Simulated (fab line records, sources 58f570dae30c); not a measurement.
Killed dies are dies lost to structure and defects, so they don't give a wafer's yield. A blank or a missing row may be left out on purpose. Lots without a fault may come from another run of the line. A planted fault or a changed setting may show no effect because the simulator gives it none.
One fault seen from 2 desks | flow berkeley_cmos170 | each desk has only its own numbers; what lay behind them comes last

THE METROLOGY DESK
What the gauges read, lot by lot, whatever tool the lot ran on: means of the sampled wafers that have a number. A lot is out of limits, marked OUT, if its mean lies more than 4 standard deviations from the usual mean; the brackets give that distance.
Columns: A = ACTIVE_OVL at UCB170_ACTIVE_OVL_MEAS_14, usual -1 nm; B = SCREENOX_OXIDE_THK at UCB170_SCREENOX_THK_MEAS_02, usual 14.31 nm; C = GATE_OVL at UCB170_GATE_OVL_MEAS_13, usual -3 nm; D = PSD_OVL at UCB170_PSD_OVL_MEAS_07, usual 5 nm
lot  | first seen here | A  | B              | C   | D
L994 | day 4 07:53     | -1 | 14.03          | -3  | 7
L993 | day 4 08:01     | -2 | 13.97          | -4  | 0
L995 | day 4 15:32     | 3  | 14.63          | -6  | 5
L996 | day 4 23:49     | 8  | 14.64          | -6  | 6
L997 | day 5 00:11     | 6  | 14.53          | -6  | 10
L998 | day 5 08:02     | -6 | 14.08          | -3  | 2
L100 | day 5 19:34     | -1 | 14.45          | -5  | 5
L101 | day 6 02:41     | 7  | 13.90          | -8  | 4
L102 | day 6 05:28     | -2 | 14.15          | -3  | -4
L104 | day 6 18:13     | -8 | 14.50          | -6  | 9
L103 | day 6 18:28     | -0 | 14.30          | 1   | 10
L106 | day 7 08:34     | -8 | 6.07 (-28) OUT | 1   | 2
L107 | day 7 08:51     | 3  | 5.78 (-29) OUT | -1  | 6
L105 | day 7 09:28     | 6  | 5.88 (-29) OUT | -14 | 5
L108 | day 7 20:59     | -3 | 14.78          | 3   | -0
This desk's finding: out of limits on L105, L106, L107; first on L105, day 8 04:36 (SCREENOX_OXIDE_THK at UCB170_SCREENOX_THK_MEAS_02). In limits: L994, L993, L995, L996, L997, L998, L100, L101, L102, L104, L103, L108.

THE TOOL OWNER'S DESK: furnace-02
The tool's own readings at UCB170_SCREENOX_OXIDATION_01 (target thk 14.4 nm, ox time 2400 s): means of the sampled wafers that have a number, for each lot that ran on this tool. A lot is out of limits, marked OUT, if its mean lies more than 4 standard deviations from the usual mean; the brackets give that distance.
Columns: A = zone_power_source_pct at UCB170_SCREENOX_OXIDATION_01, usual 28.3 %
lot  | first seen here | A
L993 | day 5 09:55     | 27.1
L994 | day 5 09:55     | 27.1
L101 | day 7 00:26     | 27.2
L102 | day 7 00:26     | 27.0
L105 | day 8 02:55     | 27.4
L106 | day 8 02:55     | 27.2
L107 | day 8 02:55     | 27.1
This desk's finding: nothing out of limits on any of the 7 lots.

PUT TOGETHER
The metrology desk could have raised an alarm at day 8 04:36, on L105, L106, L107.
The tool owner's desk saw nothing out of limits.
The tool owner's desk has L105, L106, L107 on record, within its limits.
Of the lots named, all ran UCB170_SCREENOX_OXIDATION_01 on furnace-02.

WHAT THE SIMULATOR HAD PUT IN
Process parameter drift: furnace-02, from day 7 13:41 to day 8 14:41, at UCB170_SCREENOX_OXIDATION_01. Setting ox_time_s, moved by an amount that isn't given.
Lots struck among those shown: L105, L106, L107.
Hours from the fault's start to each desk's first reading out of limits: the metrology desk, 15.
